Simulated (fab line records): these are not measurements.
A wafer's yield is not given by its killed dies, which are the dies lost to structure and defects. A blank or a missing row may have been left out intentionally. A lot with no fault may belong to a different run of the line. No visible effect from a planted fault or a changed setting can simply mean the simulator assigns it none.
Lot-split experiment + flow rit-cmos + 4 lots, 12 wafers read, on a route of 202 steps

== ON THE SPLIT ==
At RIT_PSD_IMPLANT_08, the setting dose-cm2 was moved away from the recipe's 5e+15 on 5 of the 12 wafers read, by -6.6% to -3.6%. All remaining wafers had this setting at the recipe value.

== FROM THE SPLIT TO THE READING: what the file shows between them, 9 steps ==
- RIT_SDANNEAL_RTA_03: time 5 s (also split here: time-s)
- RIT_SDANNEAL_RS_MEAS_06: measures by four-point-probe
- RIT_SILICIDE_SPUTTER_01: material Ti, target thk 30 nm, time 240 s (also split here: chamber-pressure-pa)
- RIT_SILICIDE_RS_MEAS_02: measures by four-point-probe
- RIT_M1_EXPOSE_06: exposes mask M12, target cd 2600 nm (also split here: dose-mj)
- RIT_M1_PEB_07
- RIT_M1_DEVELOP_08: develop time 68 s
- RIT_M1_CD_MEAS_09: target cd 2600 nm
- RIT_M1_METAL_ETCH_12: etches Al in Cl2/BCl3, stops on SiO2, time 165 s, target depth 600 nm (also split here: rf-w)

== THE READING ==
etest.nmos_0p3.r-on-ohm-um (the simulator's own value, which no gauge read), at RIT_M1_PROBE_99. The file gives no usual value for it. Here, 7 wafers ran the recipe; their average is 2132 with a standard deviation of 1.1e+02.

| wafer  | tool, chamber at the split | dose-cm2 as run | against the recipe | etest.nmos_0p3.r-on-ohm-um | against lot-mates on the recipe |
|--------|----------------------------|-----------------|--------------------|----------------------------|---------------------------------|
| L074.1 | implanter-01, 0            | 5e+15           | recipe             | 2126                       | -                               |
| L074.2 | implanter-01, 0            | 5e+15           | recipe             | 2124                       | -                               |
| L074.5 | implanter-01, 0            | 5e+15           | recipe             | 2115                       | -                               |
| L075.2 | implanter-01, 0            | 4.67e+15        | -6.6%              | 2345                       | +56                             |
| L075.5 | implanter-01, 0            | 5e+15           | recipe             | 2294                       | -                               |
| L075.6 | implanter-01, 0            | 5e+15           | recipe             | 2285                       | -                               |
| L080.1 | implanter-03, 0            | 4.781e+15       | -4.4%              | 2068                       | +80                             |
| L080.2 | implanter-03, 0            | 5e+15           | recipe             | 1983                       | -                               |
| L080.4 | implanter-03, 0            | 4.781e+15       | -4.4%              | 2032                       | +44                             |
| L080.5 | implanter-03, 0            | 4.781e+15       | -4.4%              | 2042                       | +54                             |
| L080.6 | implanter-03, 0            | 5e+15           | recipe             | 1994                       | -                               |
| L085.4 | implanter-03, 0            | 4.82e+15        | -3.6%              | 4391                       | no lot-mate on the recipe       |

THE FIT
A straight line over all 12 wafers: etest.nmos_0p3.r-on-ohm-um changes by -60 for each +1% of dose-cm2; r = -0.23; the points scatter about the line by 6.8e+02.
The same after taking each lot's own level away (the mean of its wafers on the recipe; 11 wafers): -11 for each +1%; r = -0.92; scatter 13.
The reading moves by 73 for the largest change in dose-cm2, on that fit.
From 1988.5 to 2289.5: that is the span of the lots' own levels, equal to 2.6 times the standard deviation above.
So the lot-to-lot level blurs the effect unless lot-mates are compared.
Check: with one of the wafers moved furthest among these (-6.6%) left out of the fit, the line predicts +88.7 for it against its lot-mates. Against them it came out at +55.5.

== OTHER SPLITS ON THESE WAFERS ==
Other splits were also applied to these wafers ahead of the reading. Each is held against what the fit with the lots' levels taken away leaves over:
| other split on the same wafers              | wafers away from the commonest value | r with etest.nmos_0p3.r-on-ohm-um (lot level and that fit taken away) |
|---------------------------------------------|--------------------------------------|-----------------------------------------------------------------------|
| RIT_REOX_OXIDATION_03 temp-c                | 7                                    | -0.43                                                                 |
| RIT_NLDD_SOFTBAKE_02 time-s                 | 3                                    | +0.00                                                                 |
| RIT_PLDD_IMPLANT_08 dose-cm2                | 4                                    | -0.49                                                                 |
| RIT_SPACER_CVD_03 pressure-mtorr            | 7                                    | +0.43                                                                 |
| RIT_SPACER_ETCHBACK_05 time-s               | 4                                    | +0.15                                                                 |
| RIT_SDANNEAL_RTA_03 time-s                  | 3                                    | +0.30                                                                 |
| RIT_SILICIDE_SPUTTER_01 chamber-pressure-pa | 7                                    | +0.43                                                                 |
| RIT_M1_EXPOSE_06 dose-mj                    | 3                                    | -0.09                                                                 |
| RIT_M1_METAL_ETCH_12 rf-w                   | 4                                    | -0.55                                                                 |

== FILE'S OWN FIT ==
etest.nmos_0p3.r-on-ohm-um changes by -10.7 for each +1% of dose-cm2, r = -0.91.
